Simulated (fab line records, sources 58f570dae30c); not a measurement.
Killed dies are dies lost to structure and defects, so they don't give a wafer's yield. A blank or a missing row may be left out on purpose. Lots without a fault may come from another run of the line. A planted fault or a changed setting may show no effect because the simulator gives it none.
One fault seen from 2 desks | flow berkeley_cmos170 | each desk has only its own numbers; what lay behind them comes last

THE METROLOGY DESK
What the gauges read, lot by lot, whatever tool the lot ran on: means of the sampled wafers that have a number. A lot is out of limits, marked OUT, if its mean lies more than 4 standard deviations from the usual mean; the brackets give that distance.
Columns: A = PSD_TW at UCB170_PSD_TW_MEAS_10, usual 2319; B = NSD_OVL at UCB170_NSD_OVL_MEAS_07, usual 6 nm; C = NSD_TW at UCB170_NSD_TW_MEAS_10, usual 4193; D = PSD_RS at UCB170_SDANNEAL_RS_MEAS_02, usual 75.69 ohm/sq
lot  | first seen here | A               | B  | C    | D
L134 | day 8 00:26     | 2335            | 11 | 4219 | 76.02
L137 | day 8 07:44     | 2303            | 0  | 4220 | 75.70
L136 | day 8 08:10     | 2337            | 5  | 4142 | 75.76
L139 | day 8 21:10     | 2304            | 12 | 4220 | 75.89
L140 | day 9 18:04     | 2329            | 1  | 4166 | 75.53
L142 | day 9 18:14     | 2300            | 2  | 4213 | 75.58
L145 | day 10 10:17    | 2327            | 6  | 4209 | 75.50
L144 | day 10 10:30    | 2395 (+5.4) OUT | 3  | 4206 | 70.37 (-19) OUT
L146 | day 10 10:58    | 2325            | 4  | 4210 | 75.46
L148 | day 10 15:52    | 2308            | -1 | 4210 | 76.19
L147 | day 10 16:09    | 2396 (+5.5) OUT | 9  | 4199 | 70.38 (-19) OUT
L152 | day 11 14:41    | 2333            | 5  | 4187 | 75.64
L154 | day 12 06:12    | 2336            | 10 | 4182 | 75.10
L155 | day 12 06:33    | 2315            | 1  | 4198 | 75.27
This desk's finding: out of limits on L144, L147; first on L144, day 10 10:30 (PSD_TW at UCB170_PSD_TW_MEAS_10). In limits: L134, L137, L136, L139, L140, L142, L145, L146, L148, L152, L154, L155.

THE TOOL OWNER'S DESK: implanter-03
The tool's own readings at UCB170_PSD_IMPLANT_08: means of the sampled wafers that have a number, for each lot that ran on this tool. A lot is out of limits, marked OUT, if its mean lies more than 4 standard deviations from the usual mean; the brackets give that distance.
Columns: A = dose_ions_cm2 at UCB170_PSD_IMPLANT_08, usual 3e+15; B = faraday_current_uA at UCB170_PSD_IMPLANT_08, usual 9257
lot  | first seen here | A               | B
L134 | day 8 00:12     | 3e+15           | 9145
L136 | day 8 07:55     | 3e+15           | 9379
L139 | day 8 20:55     | 3e+15           | 9258
L140 | day 9 17:48     | 3e+15           | 9302
L144 | day 10 10:17    | 3e+15 (+96) OUT | 10344 (+6.0) OUT
L147 | day 10 15:55    | 3e+15 (+95) OUT | 10166 (+5.1) OUT
This desk's finding: out of limits on L144, L147; first on L144, day 10 10:17 (dose_ions_cm2 at UCB170_PSD_IMPLANT_08). In limits: L134, L136, L139, L140.

PUT TOGETHER
The tool owner's desk could have raised an alarm at day 10 10:17, on L144, L147.
The metrology desk could have raised an alarm at day 10 10:30, on L144, L147.
Of the lots named, all ran UCB170_PSD_IMPLANT_08 on implanter-03.

WHAT THE SIMULATOR HAD PUT IN
Process parameter drift: implanter-03, from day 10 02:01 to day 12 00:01, at UCB170_PSD_IMPLANT_08. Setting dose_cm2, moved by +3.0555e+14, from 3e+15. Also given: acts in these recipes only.
Lots struck among those shown: L144, L147.
Hours from the fault's start to each desk's first reading out of limits: the tool owner's desk, 8; the metrology desk, 8.
